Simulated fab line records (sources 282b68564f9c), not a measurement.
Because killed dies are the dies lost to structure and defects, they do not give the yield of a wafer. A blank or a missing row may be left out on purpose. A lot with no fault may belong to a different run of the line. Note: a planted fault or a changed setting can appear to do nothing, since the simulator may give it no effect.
8D (eight disciplines) problem report, filled in by code | flow rit cmos | the parts of the form that need people (team, actions taken, sign-off) are left out

1. THE ISSUE
M1_AL_RS at RIT_M1_RS_MEAS_01 reads a mean of 0.0847 ohm/sq on 2 wafers of 1 lot; wafers without a fault read 0.0731 ohm/sq with a standard deviation of 0.0012. That is +9.7 standard deviations from the usual mean.
The step: measures by four-point-probe.
Seen first at day 7 11:05 on film metro-03, wafer L109.3. At this step, 39 wafers from 13 lots have a number in the record. By rule, "out" or "out of limits" means more than 4 standard deviations away from the usual mean. Any other wafer with a number is counted as sound.

2. WHAT IT IS, WHAT IT ISN'T
question                    | is               | is not
which readings at this step | M1_AL_RS         | -
which lots                  | L109             | L100, L101, L102, L103, L104, L106, L113, L992, L993, L994, L996, L999
which wafers of those lots  | L109.3, L109.6   | L109.4
read on which gauges        | film metro-03    | film metro-01, film metro-02
when                        | from day 7 11:05 | up to then (34 sound wafers); but 3 sound wafers of L113 came after

3. WHAT RULES OUT EACH SUSPECT
Counting: any tool at a process step up to the reading remains a suspect provided it ran every lot that is out. Sound lots after the first of them don't rule it out here, since some wafers of a struck lot are sound.
- the gauge at RIT_M1_RS_MEAS_01: kept. All the wafers that are out were read on film metro-03, and no step on other tools shows them out.
- pvd sputter-02 at RIT_M1_SPUTTER_00 (material Al, target thk 400 nm, time 500 s): kept. L109, the lot that is out, went through it at day 7 10:46; up to then, the latest sound lot through it was L104 at day 6 23:33.
Remaining after the count are pvd sputter-02 at RIT_M1_SPUTTER_00 and film metro-03 at RIT_M1_RS_MEAS_01.

4. THE CAUSE (what the simulator had put in)
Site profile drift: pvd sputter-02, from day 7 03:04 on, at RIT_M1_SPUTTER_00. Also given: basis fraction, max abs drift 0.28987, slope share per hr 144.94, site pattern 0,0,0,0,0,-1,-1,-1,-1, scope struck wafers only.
2 suspects survive the count, and this tool is in that group.

5. THE CHAIN OF EFFECTS, in route order
Each row: a reading where the mean over the struck wafers with a number is more than 3 standard deviations away from the usual. Readings are gone through only where the record gives a usual standard deviation; hours: the median, over the lots, of the time from a lot's start at the first step in this table giving one to that lot's start at this step; sigmas: the change measured in usual standard deviations.
hours | step                 | reading        | usual         | on struck wafers | change  | sigmas
0     | RIT_M1_RS_MEAS_01    | M1_AL_RS       | 0.0731 ohm/sq | 0.0847           | +0.0116 | +9.7
0     | RIT_M1_THK_MEAS_02   | M1_AL_THK      | 398 nm        | 355              | -43     | -6.1
2     | RIT_M1_METAL_ETCH_12 | oes product au | 0.781 a.u.    | 0.726            | -0.055  | -3.9
It contains these process steps:
- RIT_M1_METAL_ETCH_12: etches Al in Cl2/BCl3, stops on SiO2, time 165 s, target depth 600 nm.

6. HOW IT WOULD HAVE BEEN CAUGHT EARLIER
8 hours passed between the start of the fault at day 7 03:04 and the first reading out of limits at a measuring or inspecting step in this record, taken at day 7 11:05.
Of the tool readings at RIT_M1_SPUTTER_00 for which the record gives a usual standard deviation, none was out on any struck wafer, so an alarm limit of 4 standard deviations on them would not have fired.
By day 7 11:05, every lot that is out (1) had started RIT_M1_SPUTTER_00 on pvd sputter-02. A hold on the tool at that time would have spared none of them.
